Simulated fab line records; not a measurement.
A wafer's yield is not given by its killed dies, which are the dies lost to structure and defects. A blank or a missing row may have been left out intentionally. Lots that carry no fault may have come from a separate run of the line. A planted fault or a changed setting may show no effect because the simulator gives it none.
Split-lot trial | flow berkeleyCmos170 | 23 wafers read from 5 lots, route of 331 steps

ON THE SPLIT
At UCB170_SCREENOX_OXIDATION_01 (target thk 14.4 nm, ox time 2400 s), the setting tempC was moved away from the recipe's 900 C on 20 of the 23 wafers read, by -2.5% to +1.8%. For the rest of the wafers, this setting stayed at what the recipe calls for.

There is no step in the file separating the split from the reading.

THE READING
Values of SCREENOX_OXIDE_THK in nm from UCB170_SCREENOX_THK_MEAS_02. Typical for fault-free wafers on this fab line: 14.19 nm, with standard deviation 0.18 nm.

wafer  | tool, chamber at the split | tempC as run, C | against the recipe | SCREENOX_OXIDE_THK, nm | against lot-mates on the recipe
L074.1 | furnace-01, 0              | 900             | recipe             | 13.75                  | -
L074.5 | furnace-01, 0              | 900             | recipe             | 14.07                  | -
L074.6 | furnace-01, 0              | 900             | recipe             | 13.93                  | -
L076.1 | -, -                       | 877.4           | -2.5%              | 11.36                  | no lot-mate on the recipe
L076.3 | -, -                       | 877.4           | -2.5%              | 11.01                  | no lot-mate on the recipe
L076.4 | -, -                       | 877.4           | -2.5%              | 11.24                  | no lot-mate on the recipe
L076.5 | -, -                       | 877.4           | -2.5%              | 11.23                  | no lot-mate on the recipe
L076.6 | -, -                       | 877.4           | -2.5%              | 11.27                  | no lot-mate on the recipe
L079.2 | -, -                       | 885.1           | -1.7%              | 12.04                  | no lot-mate on the recipe
L079.3 | -, -                       | 885.1           | -1.7%              | 11.98                  | no lot-mate on the recipe
L079.4 | -, -                       | 885.1           | -1.7%              | 11.94                  | no lot-mate on the recipe
L079.5 | -, -                       | 885.1           | -1.7%              | 12.01                  | no lot-mate on the recipe
L079.6 | -, -                       | 885.1           | -1.7%              | 11.89                  | no lot-mate on the recipe
L080.1 | -, -                       | 916.6           | +1.8%              | 17.16                  | no lot-mate on the recipe
L080.2 | -, -                       | 916.6           | +1.8%              | 17.21                  | no lot-mate on the recipe
L080.3 | -, -                       | 916.6           | +1.8%              | 16.94                  | no lot-mate on the recipe
L080.4 | -, -                       | 916.6           | +1.8%              | 17.29                  | no lot-mate on the recipe
L080.6 | -, -                       | 916.6           | +1.8%              | 17.11                  | no lot-mate on the recipe
L083.1 | -, -                       | 891.5           | -0.9%              | 12.80                  | no lot-mate on the recipe
L083.2 | -, -                       | 891.5           | -0.9%              | 12.99                  | no lot-mate on the recipe
L083.3 | -, -                       | 891.5           | -0.9%              | 12.80                  | no lot-mate on the recipe
L083.4 | -, -                       | 891.5           | -0.9%              | 12.96                  | no lot-mate on the recipe
L083.5 | -, -                       | 891.5           | -0.9%              | 12.96                  | no lot-mate on the recipe

FIT RESULTS
A straight line over all 23 wafers: SCREENOX_OXIDE_THK changes by +1.38 nm for each +1% of tempC; r = +0.99; the points scatter about the line by 0.29 nm.
Too few moved wafers with a lot-mate on the recipe to fit a line net of each lot's own level.

THE WHOLE CHAIN: every reading that the file lists as answering this split, in the file's order
step                         | what it does                       | reading                                                                              | change (the file's fit)              | r (the file's)
UCB170_SCREENOX_OXIDATION_01 | target thk 14.4 nm, ox time 2400 s | SiO2_of_SCREENOX_OXIDATION_01.thkNm (the simulator's own value, which no gauge read) | +1.38 nm for each +1% of the setting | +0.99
UCB170_SCREENOX_THK_MEAS_02  |                                    | SCREENOX_OXIDE_THK                                                                   | +1.38 for each +1% of the setting    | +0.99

FILE'S OWN FIT
SCREENOX_OXIDE_THK changes by +1.38 nm for each +1% of tempC, r = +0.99.
